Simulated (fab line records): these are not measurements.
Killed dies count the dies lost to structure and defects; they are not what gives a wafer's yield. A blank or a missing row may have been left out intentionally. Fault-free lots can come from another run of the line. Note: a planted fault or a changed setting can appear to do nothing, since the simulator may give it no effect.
Which tool is to blame? -- flow rit-cmos -- Sampling: 14 lots, 42 wafers, 3 of 202 route steps

## WHAT EACH GAUGE READ, for each wafer
RIT_REOX_THK_MEAS_04.
lot,measured,on,REOX_OXIDE_THK (nm)
L725,day 3 03:15,film-metro-01,24.7 24.5 24.5
L726,day 3 07:11,film-metro-02,25.5 25.6 25.4
L727,day 3 11:27,film-metro-03,25.6 25.3 25.4
L728,day 3 16:37,film-metro-03,25.1 25.4 25.4
L730,day 4 03:40,film-metro-03,24.8 25.3 24.7
L733,day 4 15:41,film-metro-03,26.3 26.1 26.3
L735,day 4 22:52,film-metro-01,25.3 25.3 25.3
L739,day 5 20:17,film-metro-01,25.8 25.5 25.7
L740,day 6 03:28,film-metro-01,24.6 24.8 24.8
L742,day 6 06:36,film-metro-03,24.9 24.5 25.0
L743,day 6 19:57,film-metro-02,24.8 25.1 25.2
L745,day 7 17:41,film-metro-01,25.8 25.8 25.9
L746,day 7 17:41,film-metro-03,25.4 25.7 25.6
L748,day 8 02:55,film-metro-03,25.6 24.6 25.0

RIT_CONTACT_CD_MEAS_08: the cd target is 1000 nm.
lot,measured,on,cd-nm (nm)
L725,day 3 14:07,cd-sem-02,999.8 998.9 999.8
L726,day 3 18:37,cd-sem-02,1003.4 1004.5 1003.3
L727,day 3 22:53,cd-sem-01,1000.3 998.3 999.6
L728,day 4 03:49,cd-sem-01,1000.9 1002.5 1002.1
L730,day 4 15:44,cd-sem-01,1001.0 999.3 999.5
L733,day 5 03:36,cd-sem-01,1001.4 999.0 998.9
L735,day 5 10:42,cd-sem-01,999.4 998.5 999.8
L739,day 6 07:34,cd-sem-01,996.6 997.5 995.8
L740,day 6 14:55,cd-sem-01,998.6 998.4 998.6
L742,day 6 18:22,cd-sem-02,1001.9 1005.2 1003.1
L743,day 7 09:53,cd-sem-02,1000.1 999.9 1001.7
L745,day 8 06:35,cd-sem-01,1002.8 1004.5 1004.1
L746,day 8 07:18,cd-sem-01,1002.1 1000.5 1002.0
L748,day 8 14:02,cd-sem-01,1001.4 1000.4 1000.9

RIT_CONTACT_CD_MEAS_90: the cd target is 1000 nm.
lot,measured,on,cd-nm (nm)
L725,day 3 14:47,cd-sem-01,999.9 998.8 999.4
L726,day 3 19:18,cd-sem-01,1003.6 1004.9 1003.3
L727,day 3 23:34,cd-sem-01,1000.5 998.3 999.6
L728,day 4 04:30,cd-sem-01,1000.7 1002.6 1001.8
L730,day 4 16:41,cd-sem-02,1001.0 998.9 999.5
L733,day 5 04:16,cd-sem-02,1001.2 998.8 999.1
L735,day 5 11:23,cd-sem-01,999.3 998.6 999.8
L739,day 6 08:14,cd-sem-02,996.7 997.6 996.0
L740,day 6 15:35,cd-sem-01,998.4 999.2 999.2
L742,day 6 19:03,cd-sem-02,1002.0 1005.1 1003.6
L743,day 7 10:34,cd-sem-01,1000.1 999.6 1001.1
L745,day 8 07:20,cd-sem-02,1002.9 1005.6 1004.0
L746,day 8 07:58,cd-sem-02,1001.9 1000.3 1001.8
L748,day 8 14:43,cd-sem-02,1001.1 1000.6 1001.5

## TOOL THAT RAN EACH LOT (tool first, then ch and the chambers of the sampled wafers, then the start)
The record shows no process step preceding these readings.

## AS READ BY THE TOOLS THEMSELVES (means over the sampled wafers that have a number; for cases with no such wafer, the mark the record gives instead)
The record holds no such reading with a usual standard deviation.

## THE ANSWER, worked out from the rows above alone
Rule: the lots themselves supply what counts as usual. The widest of any qualifying gaps counts: lots, ordered by their means at a reading, are off when they make up no more than a third of the lots, leave a main group of 4 or more, and stand apart from it by 3 or more times the standard deviation of that group's means. If all means in a main group match to the digits the tables above print for the reading, that group is not used. A lot without any number at a reading at which 4 lots or more have one is off too. The other lots that the step has rows for count as sound. First the gauges in route order, then the tools' own readings, where a lot's mean is used as printed above. At the first step where some lot is off, the reading lying furthest off is the one used; lots without a number count as furthest.
No lot is off on any of the readings shown, so nothing can be concluded from this.

## WHAT THE SIMULATOR PUT IN
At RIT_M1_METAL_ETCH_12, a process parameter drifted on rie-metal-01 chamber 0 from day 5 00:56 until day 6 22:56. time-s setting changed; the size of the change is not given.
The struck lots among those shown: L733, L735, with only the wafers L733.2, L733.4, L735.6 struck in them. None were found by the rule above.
